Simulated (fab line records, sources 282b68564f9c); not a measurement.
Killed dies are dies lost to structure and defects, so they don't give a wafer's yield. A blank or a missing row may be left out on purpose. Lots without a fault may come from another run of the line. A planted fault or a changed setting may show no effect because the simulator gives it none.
A struck lot beside a sound one | flow rit_cmos | 14 steps out of a route of 202
Sound: wafers L901.2, L901.3, L901.6. Struck: wafer L912.6. (L912.3, L912.4 of the same lot were not struck and are left out.) The cause comes at the end.
At each step with rows: each side's tool, then ch and its chambers, then its first start. Under that, the readings that differ: sound wafers | struck wafers | difference of the means | sigmas: that difference in standard deviations of wafers without a fault.
alike: readings whose means differ by less than 2 such deviations, and words and numbers that are the same on both sides. not compared: withheld readings, readings that some wafer has no value for, bounds like >300 that may hide the same value, and numbers for which the record gives no deviation and whose values overlap.
The two part at a step that has a row with sigmas, a row that says differs or no value, or rows on one side only. Numbers that don't overlap but have no deviation are shown without sigmas and don't part them. A reading that every wafer of one side lacks parts them only if that side has two wafers or more.

first, 1 step without rows for these wafers: RIT_ACTIVE_OXIDATION_01 (target thk 46.8 nm, ox time 3360 s).
RIT_ACTIVE_THK_MEAS_02:
  sound on film_metro-02, day 2 18:04; struck on film_metro-01, day 5 01:26
  alike: ACTIVE_OXIDE_THK
then, 1 step without rows for these wafers: RIT_ACTIVE_CVD_03 (deposits Si3N4 from SiH2Cl2/NH3, target thk 150 nm, time 1500 s).
RIT_ACTIVE_THK_MEAS_04:
  sound on film_metro-01, day 2 19:32; struck on film_metro-01, day 5 02:55
  reading                 | sound             | struck | difference | sigmas
  ACTIVE_NITRIDE_THK (nm) | 152.5 152.5 151.6 | 149.5  | -2.7       | -2
then, 6 steps without rows for these wafers: RIT_ACTIVE_HMDS_05 (prime time 60 s); RIT_ACTIVE_COAT_06 (resist thk 1000 nm); RIT_ACTIVE_SOFTBAKE_07 (time 60 s); RIT_ACTIVE_EXPOSE_08 (exposes mask M1, target cd 1400 nm); RIT_ACTIVE_PEB_09; RIT_ACTIVE_DEVELOP_10 (develop time 50 s).
RIT_ACTIVE_CD_MEAS_11: target cd 1400 nm.
  sound on cd_sem-01, day 2 20:35; struck on cd_sem-01, day 5 03:50
  alike: cd_nm
then, 1 step without rows for these wafers: RIT_ACTIVE_HARDBAKE_12 (time 60 s).
RIT_ACTIVE_ETCH_13: etches Si3N4 in SF6, stops on SiO2, time 210 s, target depth 210 nm.
  sound on rie_diel-02 ch 2,3, day 2 20:50; struck on rie_diel-02 ch 0, day 5 04:04
  reading                                       | sound             | struck | difference | sigmas
  rf_fwd_power_W (W)                            | 123.9 124.3 124.7 | 173.6  | +49.3      | +99 or more
  model.NOVOLAK_of_ACTIVE_COAT_06.thk_nm (nm)   | 656.8 674.4 655.3 | 574    | -88        |
  model.ACTIVE.feature_depth_nm (nm)            | 154.8 152.6 154   | 196.8  | +43.0      |
  model.SiO2_of_ACTIVE_OXIDATION_01.thk_nm (nm) | 43.06 45.15 43.79 | 0      | -44        |
  alike: SF6_flow_sccm, drypump_motor_current_A, oes_product_au, throttle_valve_pct
  not compared: rf_hours_counter_h
RIT_ACTIVE_STRIP_14: strips in O2, time 180 s.
  sound on plasma_asher-03 ch 0,1, day 2 20:58; struck on plasma_asher-01 ch 1, day 5 04:16
  alike: drypump_motor_current_A
  not compared: rf_hours_counter_h

WHERE THEY PART
First at RIT_ACTIVE_THK_MEAS_04; last, within this record, at RIT_ACTIVE_ETCH_13. Later steps at which nothing parts them and some readings are alike: RIT_ACTIVE_STRIP_14.

WHY: what the simulator had put in
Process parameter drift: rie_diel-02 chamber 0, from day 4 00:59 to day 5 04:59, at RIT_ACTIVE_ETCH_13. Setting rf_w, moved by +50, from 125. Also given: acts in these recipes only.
